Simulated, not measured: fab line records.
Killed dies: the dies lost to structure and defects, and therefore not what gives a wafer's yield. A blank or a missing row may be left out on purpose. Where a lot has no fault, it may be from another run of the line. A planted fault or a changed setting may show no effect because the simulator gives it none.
A lot that was struck, set against a sound lot || flow rit_cmos || 15 steps out of a route of 202
Sound: wafers L936.1, L936.4, L936.6. Struck: wafers L944.2, L944.4. (L944.5 of the same lot was not struck and is left out.) The cause comes at the end.
Each step with rows lists, per side, the tool, then ch with its chambers, then its first start. Under that, the readings that differ: sound wafers || struck wafers || difference of the means || sigmas: that difference in standard deviations of wafers without a fault.
alike: readings whose means differ by less than 2 such deviations, and words and numbers that are the same on both sides. not compared: withheld readings, readings that some wafer has no value for, bounds like >300 that may hide the same value, and numbers for which the record gives no deviation and whose values overlap.
A row with sigmas, a row that says differs or no value, or rows on one side alone: a step with any of these is where the two part. Numbers that don't overlap but have no deviation are shown without sigmas and don't part them. Lack of a reading on every wafer of one side parts them only where that side has two or more wafers.

RIT_M1_THK_MEAS_02: measures by xrf.
  sound: film_metro-02 at day 4 08:59; struck: film_metro-04 at day 5 21:31
  alike: M1_AL_THK
then, 6 steps without rows for these wafers: RIT_M1_HMDS_03 (prime time 60 s); RIT_M1_COAT_04 (resist thk 1300 nm); RIT_M1_SOFTBAKE_05 (time 60 s); RIT_M1_EXPOSE_06 (exposes mask M12, target cd 2600 nm); RIT_M1_PEB_07; RIT_M1_DEVELOP_08 (develop time 68 s).
RIT_M1_CD_MEAS_09 targets a cd of 2600 nm.
  sound: cd_sem-02 at day 4 10:04; struck: cd_sem-02 at day 5 22:28
  alike: cd_nm
RIT_M1_OVL_MEAS_10:
  sound: overlay-02 at day 4 10:11; struck: overlay-01 at day 5 22:34
  alike: M1_OVL
then, 1 step without rows for these wafers: RIT_M1_HARDBAKE_11 (time 120 s).
RIT_M1_METAL_ETCH_12: etches Al in Cl2/BCl3, stops on SiO2, time 165 s, target depth 600 nm.
  sound on rie_metal-02 ch 1, day 4 10:28; struck on rie_metal-04 ch 0,1, day 5 22:51
  alike: chamber_pressure_mTorr, drypump_motor_current_A, oes_product_au, throttle_valve_pct
  not compared: rf_hours_counter_h
then, 1 step without rows for these wafers: RIT_M1_STRIP_13 (strips in nmp, time 600 s).
RIT_M1_STRIP_14: strips in O2, time 180 s.
  sound on plasma_asher-02 ch 0, day 4 10:48; struck on plasma_asher-04 ch 0, day 5 23:11
{"reading": "rf_refl_power_W (W)", "sound": "4.0 4.1 4.0", "struck": "- -", "difference": "no value on the struck wafers", "sigmas": ""}
{"reading": "run_length_s (s)", "sound": "207.6 207.7 207.8", "struck": "197.4 197.8", "difference": -10.1, "sigmas": -21}
  alike: chamber_pressure_mTorr, drypump_motor_current_A
  not compared: rf_hours_counter_h
RIT_M1_CD_MEAS_90 targets a cd of 2600 nm.
  sound: cd_sem-02 at day 4 10:58; struck: cd_sem-01 at day 5 23:23
  alike: cd_nm
RIT_M1_PROBE_99:
  sound: prober-02 at day 4 12:43; struck: prober-01 at day 6 01:09
{"reading": "killed_short", "sound": "8 6 6", "struck": "2 3", "difference": -4, "sigmas": -2}
  alike: defect_limited_yield, killed_at_M0_to_M3, killed_at_contacts, killed_at_front_end, killed_dies, killed_open, sort_bin_3_pad_short, sort_bin_5_function, sort_bin_6_memory, sort_n_pass, sort_yield_pct

WHERE THEY PART
First at RIT_M1_STRIP_14; last, within this record, at RIT_M1_PROBE_99.

WHY: the cause the simulator had injected
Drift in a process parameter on plasma_asher-04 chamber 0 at RIT_M1_STRIP_14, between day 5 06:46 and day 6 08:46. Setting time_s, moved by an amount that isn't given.
